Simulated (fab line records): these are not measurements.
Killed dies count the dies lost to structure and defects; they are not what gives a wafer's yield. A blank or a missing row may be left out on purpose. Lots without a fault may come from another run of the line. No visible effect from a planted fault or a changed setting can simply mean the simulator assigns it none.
fab line records	flow rit-cmos
record: lots: 5	wafers: 15	last-day: 7
route steps=202 shown ACTIVE@1 FOX1@20 FOX2@23 M1@202
lots that met no fault: taken from a fault-free run of the same line
start-h: hours from the record's first day to the start of the lot's first wafer shown	wait-h: time in hours since the lot's previous step	" unchanged from the row above	L1.1+2: several wafers, shown together as one row	- no value, or no start given	* or withheld: withheld	< > ~ a bound
route shown NAME@n: names a module that has steps shown in the file, with the first one's number in the route	usual: the fault-free wafers' mean and standard deviation	same: alike in all rows	chamber/n: place in a boat	sites: each site's reading	_std_site: the standard deviation of these	_edge_site: mean of outer sites minus mean of inner sites	radius-mm: how far each site lies from the wafer's centre	mask NAME#n: copy n	behind: tool/chamber where the wafer was last shaped	hold: reason for holding the lot/hours on hold/outcome of the hold	device: the n, p or np transistor that did not switch	end of line: tests of these same wafers at the route's end	a step without rows: its recipe alone	killed: count of dies lost to structure and defects at first sort (not the wafer's yield)	map: a wafer's dies, x killed, . not, _ none there
set.NAME: the setting the step ran with; set.NAME@STEP: the setting that earlier step ran with	model.NAME: the simulator's own value behind a step, which no gauge read
lots at selected steps of the route; one table per step, one row per wafer
services: when a tool's chamber went out of use (start-h, in hours from the record's first day, below 0 if earlier), for how many hours, and the reason
== steps ==
step: RIT_ACTIVE_BOW_MEAS_00
recipe: mode: bow
usual: INCOMING_BOW: 0/5.9
lot.wafer	tool	chamber	start-h	wait-h	INCOMING_BOW[um]
L636.1	film-metro-04	-	10.00	-	-1
L636.2	"	-	"	"	-1
L636.3	"	-	"	"	-8
L644.2	film-metro-03	-	50.02	-	-9
L644.5	"	-	"	"	-8
L644.6	"	-	"	"	0
L649.1	film-metro-02	-	75.00	-	7
L649.3	"	-	"	"	-6
L649.6	"	-	"	"	8
L651.3	film-metro-03	-	85.04	-	-2
L651.4	"	-	"	"	7
L651.6	"	-	"	"	-3
L658.3	film-metro-03	-	120.04	-	2
L658.4	"	-	"	"	1
L658.6	"	-	"	"	-3
step: RIT_ACTIVE_OXIDATION_01
recipe: temp-c: 1000	ambient: O2	target-thk-a: 468	ox-time-s: 3360
step: RIT_ACTIVE_THK_MEAS_02
recipe: reads: SiO2_of_ACTIVE_OXIDATION_01
usual: ACTIVE_OXIDE_THK: 46.8/0.75
lot.wafer	tool	chamber	start-h	wait-h	ACTIVE_OXIDE_THK[nm]
L636.1	film-metro-02	-	12.05	0.0	47.1
L636.2	"	-	"	"	47.1
L636.3	"	-	"	"	46.8
L644.2	film-metro-02	-	52.49	0.0	47.6
L644.5	"	-	"	"	46.9
L644.6	"	-	"	"	47.5
L649.1	film-metro-04	-	77.05	0.0	45.9
L649.3	"	-	"	"	45.8
L649.6	"	-	"	"	45.8
L651.3	film-metro-04	-	87.71	0.0	48.1
L651.4	"	-	"	"	49.0
L651.6	"	-	"	"	48.4
L658.3	film-metro-03	-	122.07	0.0	47.7
L658.4	"	-	"	"	47.5
L658.6	"	-	"	"	48.2
step: RIT_ACTIVE_CVD_03
recipe: material: Si3N4	target-thk-nm: 150	temp-c: 810	precursor: SiH2Cl2/NH3	time-s: 1500	pressure-mtorr: 300	sih2cl2-flow-sccm: 60	nh3-flow-sccm: 150
usual: spike-tc-centre-C: 812.2/1.4
lot.wafer	tool	chamber	start-h	wait-h	spike-tc-centre-C	model.Si3N4_of_ACTIVE_CVD_03.thk-nm
L636.1	lpcvd-01	0	12.11	0.1	815.4	150.8
L636.2	"	0	"	"	814.1	151.5
L636.3	"	0	"	"	814.0	150.3
L644.2	lpcvd-02	0	52.54	0.0	811.2	150.7
L644.5	"	0	"	"	815.8	152
L644.6	"	0	"	"	812.8	151.1
L649.1	lpcvd-01	0	77.11	0.1	811.4	156.9
L649.3	"	0	"	"	813.9	156.6
L649.6	"	0	"	"	813.3	156.4
L651.3	lpcvd-02	1	87.75	0.0	811.1	150.8
L651.4	"	1	"	"	811.4	149.4
L651.6	"	1	"	"	811.0	151.1
L658.3	lpcvd-02	1	122.41	0.3	810.3	150
L658.4	"	1	"	"	810.5	149.8
L658.6	"	1	"	"	812.2	149.6
step: RIT_ACTIVE_THK_MEAS_04
recipe: reads: Si3N4_of_ACTIVE_CVD_03
usual: ACTIVE_NITRIDE_THK: 149.5/1.3
lot.wafer	tool	chamber	start-h	wait-h	ACTIVE_NITRIDE_THK[nm]
L636.1	film-metro-04	-	13.53	0.0	151.0
L636.2	"	-	"	"	151.6
L636.3	"	-	"	"	150.2
L644.2	film-metro-04	-	53.96	0.0	150.7
L644.5	"	-	"	"	152.0
L644.6	"	-	"	"	151.2
L649.1	film-metro-02	-	78.53	0.0	157.2
L649.3	"	-	"	"	156.6
L649.6	"	-	"	"	156.4
L651.3	film-metro-04	-	89.19	0.0	150.9
L651.4	"	-	"	"	149.4
L651.6	"	-	"	"	151.1
L658.3	film-metro-04	-	123.84	0.0	150.0
L658.4	"	-	"	"	149.8
L658.6	"	-	"	"	149.5
step: RIT_ACTIVE_HMDS_05
recipe: prime-time-s: 60	prime-temp-c: 140
step: RIT_ACTIVE_COAT_06
recipe: resist: NOVOLAK	spin-rpm: 3250	resist-thk-nm: 1000
step: RIT_ACTIVE_SOFTBAKE_07
recipe: resist: NOVOLAK	temp-c: 90	time-s: 60
step: RIT_ACTIVE_EXPOSE_08
recipe: mask-id: M1	na: 0.6	source-shape: conventional	sigma-outer: 0.6	target-cd-nm: 1400	dose-mj: 225
step: RIT_ACTIVE_PEB_09
recipe: resist: NOVOLAK	temp-c: withheld	time-s: withheld
step: RIT_ACTIVE_DEVELOP_10
recipe: resist: NOVOLAK	develop-time-s: 50	dev-temp-c: 23
step: RIT_ACTIVE_CD_MEAS_11
recipe: target-cd-nm: 1400
usual: cd-nm: 1400.7/2.5
lot.wafer	tool	chamber	start-h	wait-h	cd-nm
L636.1	cd-sem-02	-	14.56	-	1403.2
L636.2	"	-	"	"	1402.3
L636.3	"	-	"	"	1401.5
L644.2	cd-sem-02	-	55.08	-	1394.7
L644.5	"	-	"	"	1395.7
L644.6	"	-	"	"	1397.7
L649.1	cd-sem-01	-	79.44	-	1403.8
L649.3	"	-	"	"	1403.6
L649.6	"	-	"	"	1403.6
L651.3	cd-sem-02	-	90.12	-	1398.4
L651.4	"	-	"	"	1400.4
L651.6	"	-	"	"	1401.6
L658.3	cd-sem-02	-	124.91	-	1397.8
L658.4	"	-	"	"	1399.4
L658.6	"	-	"	"	1397.4
step: RIT_ACTIVE_HARDBAKE_12
recipe: resist: NOVOLAK	temp-c: 140	time-s: 60
step: RIT_ACTIVE_ETCH_13
recipe: stop-on: SiO2	chemistry: SF6	target: Si3N4	time-s: 210	over-etch-frac: 0.4	SF6_flow_sccm: 200	pressure-mtorr: 260	rf-w: 125	target-depth-a: 2100
usual: drypump-motor-current-A: 5.9/0.48	oes-product-au: 0.814/0.012	throttle-valve-pct: 7.54/0.18
lot.wafer	tool	chamber	start-h	wait-h	drypump-motor-current-A	oes-product-au	rf-hours-counter-h	throttle-valve-pct	model.ACTIVE.feature-depth-nm	model.etch.depth-nm
L636.1	rie-diel-02	3	14.83	0.1	5.2	0.815	71	7.75	150.8	150.8
L636.2	"	1	"	"	6.6	0.847	120	7.71	151.6	151.5
L636.3	"	2	"	"	6.4	0.814	2	7.23	151.5	150.3
L644.2	rie-diel-03	0	55.33	0.1	5.3	0.821	43	7.79	150.9	150.7
L644.5	"	1	"	"	5.6	0.831	-	7.46	152	152
L644.6	"	2	"	"	6.1	0.805	-	7.37	152.3	151.1
L649.1	rie-diel-02	0	79.78	0.1	6.3	0.834	168	7.30	156.9	156.9
L649.3	"	1	"	"	6.6	0.860	121	7.69	156.7	156.6
L649.6	"	0	"	"	6.3	0.842	-	7.32	156.4	156.4
L651.3	rie-diel-04	3	90.35	0.1	6.1	0.824	27	7.38	150.8	150.8
L651.4	"	1	"	"	6.6	0.812	-	7.52	150.3	149.4
L651.6	"	3	"	"	6.1	0.819	-	7.37	151.1	151.1
L658.3	rie-diel-04	0	125.14	0.1	5.8	0.816	118	7.67	150.4	150
L658.4	"	2	"	"	5.4	0.830	1	7.36	150.1	149.8
L658.6	"	3	"	"	6.1	0.816	-	7.39	149.6	149.6
step: RIT_ACTIVE_STRIP_14
recipe: chemistry: O2	time-s: 180	resist: NOVOLAK	platen-temp-c: withheld	power-w: 500	pressure-mtorr: 4000	o2-flow-sccm: 4000
usual: drypump-motor-current-A: 5.8/0.57
lot.wafer	tool	chamber	start-h	wait-h	drypump-motor-current-A	rf-hours-counter-h
L636.1	plasma-asher-02	0	14.97	0.1	6.6	36
L636.2	"	1	"	"	5.7	36
L636.3	"	0	"	"	6.6	-
L644.2	plasma-asher-03	0	55.46	0.1	6.4	41
L644.5	"	0	"	"	6.4	-
L644.6	"	1	"	"	5.3	-
L649.1	plasma-asher-04	0	79.91	0.1	5.4	44
L649.3	"	1	"	"	5.1	-
L649.6	"	1	"	"	5.1	-
L651.3	plasma-asher-02	0	90.54	0.1	6.6	-
L651.4	"	1	"	"	5.7	-
L651.6	"	1	"	"	5.7	-
L658.3	plasma-asher-03	0	125.33	0.1	6.4	-
L658.4	"	1	"	"	5.3	-
L658.6	"	0	"	"	6.3	-
step: RIT_ACTIVE_CD_MEAS_90
recipe: target-cd-nm: 1400
usual: cd-nm: 1400.7/2.5
lot.wafer	tool	chamber	start-h	wait-h	cd-nm
L636.1	cd-sem-01	-	15.14	0.1	1403.5
L636.2	"	-	"	"	1402.6
L636.3	"	-	"	"	1401.4
L644.2	cd-sem-01	-	55.65	0.1	1394.9
L644.5	"	-	"	"	1395.8
L644.6	"	-	"	"	1397.3
L649.1	cd-sem-02	-	80.09	0.1	1403.3
L649.3	"	-	"	"	1403.4
L649.6	"	-	"	"	1404.2
L651.3	cd-sem-02	-	90.70	0.1	1398.7
L651.4	"	-	"	"	1400.1
L651.6	"	-	"	"	1401.3
L658.3	cd-sem-01	-	125.48	0.1	1397.5
L658.4	"	-	"	"	1399.4
L658.6	"	-	"	"	1397.3
step: RIT_ACTIVE_CLEAN_15
recipe: chemistry: SC1	mix: 3:3:50	time-s: 600	temp-c: 75
step: RIT_ACTIVE_CLEAN_16
recipe: chemistry: dHF	dilution: 50:1	time-s: 30
step: RIT_ACTIVE_CLEAN_17
recipe: chemistry: SC2	mix: 3:3:50	time-s: 600	temp-c: 75	dry: n2-spin
step: RIT_FOX1_OXIDATION_00
recipe: temp-c: 1100	ambient: H2O	target-thk-a: 3507	p-h2o-torr: 720	ox-time-s: 1130
step: RIT_FOX1_THK_MEAS_01
recipe: reads: SiO2_of_FOX1_OXIDATION_00
usual: FOX1_OXIDE_THK: 354/6.3
lot.wafer	tool	chamber	start-h	wait-h	FOX1_OXIDE_THK[nm]
L636.1	film-metro-01	-	17.35	0.0	351
L636.2	"	-	"	"	347
L636.3	"	-	"	"	354
L644.2	film-metro-03	-	58.18	0.0	368
L644.5	"	-	"	"	371
L644.6	"	-	"	"	361
L649.1	film-metro-01	-	81.89	0.0	343
L649.3	"	-	"	"	348
L649.6	"	-	"	"	342
L651.3	film-metro-03	-	93.24	0.0	357
L651.4	"	-	"	"	359
L651.6	"	-	"	"	360
L658.3	film-metro-04	-	128.39	0.0	347
L658.4	"	-	"	"	350
L658.6	"	-	"	"	354
step: RIT_FOX1_WET_ETCH_02
recipe: chemistry: BOE	target-depth-nm: 350	time-s: 390	temp-c: 21.5	dry: n2-spin	dilution: 10:1	target: SiO2
step: RIT_FOX2_OXIDATION_00
recipe: temp-c: 1100	ambient: H2O	target-thk-a: 3507	p-h2o-torr: 720	ox-time-s: 1130
step: RIT_FOX2_THK_MEAS_01
recipe: reads: SiO2_of_FOX2_OXIDATION_00
usual: FOX2_OXIDE_THK: 353/6.1
lot.wafer	tool	chamber	start-h	wait-h	FOX2_OXIDE_THK[nm]
L636.1	film-metro-01	-	18.85	0.0	352
L636.2	"	-	"	"	354
L636.3	"	-	"	"	354
L644.2	film-metro-01	-	59.79	0.0	350
L644.5	"	-	"	"	350
L644.6	"	-	"	"	352
L649.1	film-metro-01	-	83.38	0.0	355
L649.3	"	-	"	"	356
L649.6	"	-	"	"	355
L651.3	film-metro-01	-	96.05	0.0	349
L651.4	"	-	"	"	352
L651.6	"	-	"	"	350
L658.3	film-metro-04	-	130.78	0.0	360
L658.4	"	-	"	"	354
L658.6	"	-	"	"	356
step: RIT_FOX2_CLEAN_02
recipe: chemistry: dHF	dilution: 50:1	time-s: 180
lot.wafer	tool	chamber	start-h	wait-h	model.Si3N4_of_ACTIVE_CVD_03.thk-nm
L636.1	wet-bench-02	3	18.91	0.1	131.7
L636.2	"	3	"	"	132.3
L636.3	"	3	"	"	131.1
L644.2	wet-bench-04	3	59.84	0.0	131.6
L644.5	"	3	"	"	132.8
L644.6	"	3	"	"	132
L649.1	wet-bench-04	0	83.44	0.1	137.6
L649.3	"	0	"	"	137.3
L649.6	"	0	"	"	137.1
L651.3	wet-bench-02	3	96.09	0.0	131.6
L651.4	"	3	"	"	130.2
L651.6	"	3	"	"	131.9
L658.3	wet-bench-01	0	130.82	0.0	130.8
L658.4	"	0	"	"	130.6
L658.6	"	0	"	"	130.3
step: RIT_FOX2_WET_ETCH_03
recipe: chemistry: H3PO4	target: Si3N4	target-depth-nm: 195	temp-c: 165	time-s: 2700
step: RIT_M1_PROBE_99
usual: killed-at-contacts: 0.1/0.24	killed-at-front-end: 7.1/3	killed-dies: 7.2/3	killed-open: 3.7/2	killed-short: 3.5/2
same: gross-dies: 264	killed_at_M0_to_M3: 0	killed_at_M4_up: 0	killed-at-back-side: 0	killed-at-other: 0
lot.wafer	tool	chamber	start-h	wait-h	killed-at-contacts	killed-at-front-end	killed-dies	killed-open	killed-short
L636.1	prober-01	-	57.80	0.1	0	7	7	2	5
L636.2	prober-01	-	57.85	0.1	0	8	8	6	2
L636.3	prober-01	-	57.90	0.2	0	16	16	9	7
L651.3	prober-02	-	138.79	0.2	0	6	6	4	2
L651.4	prober-02	-	138.84	0.2	0	8	8	4	4
L651.6	prober-02	-	138.94	0.2	0	5	5	3	2
killed by level:class
L636.1 SPACER:geometric-particle:short=3 FOX1:geometric-particle:open=1 FOX2:geometric-particle:short=1 GATE:geometric-particle:short=1 SILICIDE:geometric-particle:open=1
L636.2 GATE:geometric-particle:open=5 FOX1:geometric-particle:short=1 FOX1:geometric-particle:open=1 SPACER:geometric-particle:short=1
L636.3 SILICIDE:geometric-particle:open=4 FOX2:geometric-particle:short=3 GATE:geometric-particle:open=3 FOX1:geometric-particle:short=2 GATE:geometric-particle:short=2 FOX1:geometric-particle:open=1 FOX2:geometric-particle:open=1
L651.3 REOX:geometric-particle:open=3 SPACER:geometric-particle:short=2 GATE:geometric-particle:open=1
L651.4 FOX1:geometric-particle:open=2 FOX1:geometric-particle:short=2 FOX2:geometric-particle:short=1 GATE:geometric-particle:open=1 GATE:geometric-particle:short=1 SILICIDE:geometric-particle:open=1
L651.6 FOX1:geometric-particle:short=1 GATE:geometric-particle:open=1 GATE:geometric-particle:short=1 REOX:geometric-particle:open=1 SILICIDE:geometric-particle:open=1
== services ==
tool	chamber	start-h	hours	kind
lpcvd-01	-	-2.01	1.0	repair
lpcvd-02	-	7.02	2.8	pm
rie-diel-04	0	19.34	8.1	repair
plasma-asher-03	-	20.85	0.4	repair
rie-diel-04	2	22.64	19.4	repair
lpcvd-01	-	25.05	6.1	pm
plasma-asher-02	-	34.92	0.8	repair
rie-diel-02	-	44.06	15.6	pm
lpcvd-01	-	56.69	6.0	pm
plasma-asher-03	-	66.92	2.8	pm
rie-diel-02	1	71.90	7.7	repair
rie-diel-02	0	75.18	1.3	repair
rie-diel-04	2	82.42	-	clean
rie-diel-04	2	82.42	12.5	scheduled-down
rie-diel-04	2	82.42	12.5	vent-cycle
rie-diel-02	0	87.15	-	clean
rie-diel-02	0	87.15	15.4	scheduled-down
rie-diel-02	0	87.15	15.4	vent-cycle
rie-diel-02	3	87.56	9.3	repair
rie-diel-03	2	89.44	15.4	repair
rie-diel-03	1	104.86	-	clean
rie-diel-03	1	104.86	14.5	scheduled-down
plasma-asher-04	-	108.75	9.0	pm
lpcvd-02	-	116.41	6.0	pm
== key ==
first-sign: step: RIT_ACTIVE_THK_MEAS_04	reading: ACTIVE_NITRIDE_THK	direction: up	sigmas: 5.5	usual: 149.5	struck: 156.7
effect none on later readings
model-effect: step: RIT_ACTIVE_CVD_03	value: Si3N4_of_ACTIVE_CVD_03.thk-nm	without: 149	struck: 156.6
model-effect: step: RIT_ACTIVE_ETCH_13	value: ACTIVE.feature-depth-nm	without: 149.1	struck: 156.7
model-effect: step: RIT_FOX2_CLEAN_02	value: Si3N4_of_ACTIVE_CVD_03.thk-nm	without: 129.7	struck: 137.3
met-at RIT_ACTIVE_CVD_03
struck-wafers L649.1,L649.3,L649.6
tester-left-out L649
onset-between 12.11 77.11
fault: kind: process-parameter-drift	tool: lpcvd-01	chamber: 0	onset-h: 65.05	steps: RIT_ACTIVE_CVD_03	channel: time-s	offset: *	shape: step	end-h: 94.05	acts-in: *	stated: *
tester-left-out: of these lots the tester's yield and bins aren't shown, on N5 and GAA mostly nor the transistor test; their killed dies are dies lost to structure and defects alone, not to doping, threshold or leakage, so they don't give the yield
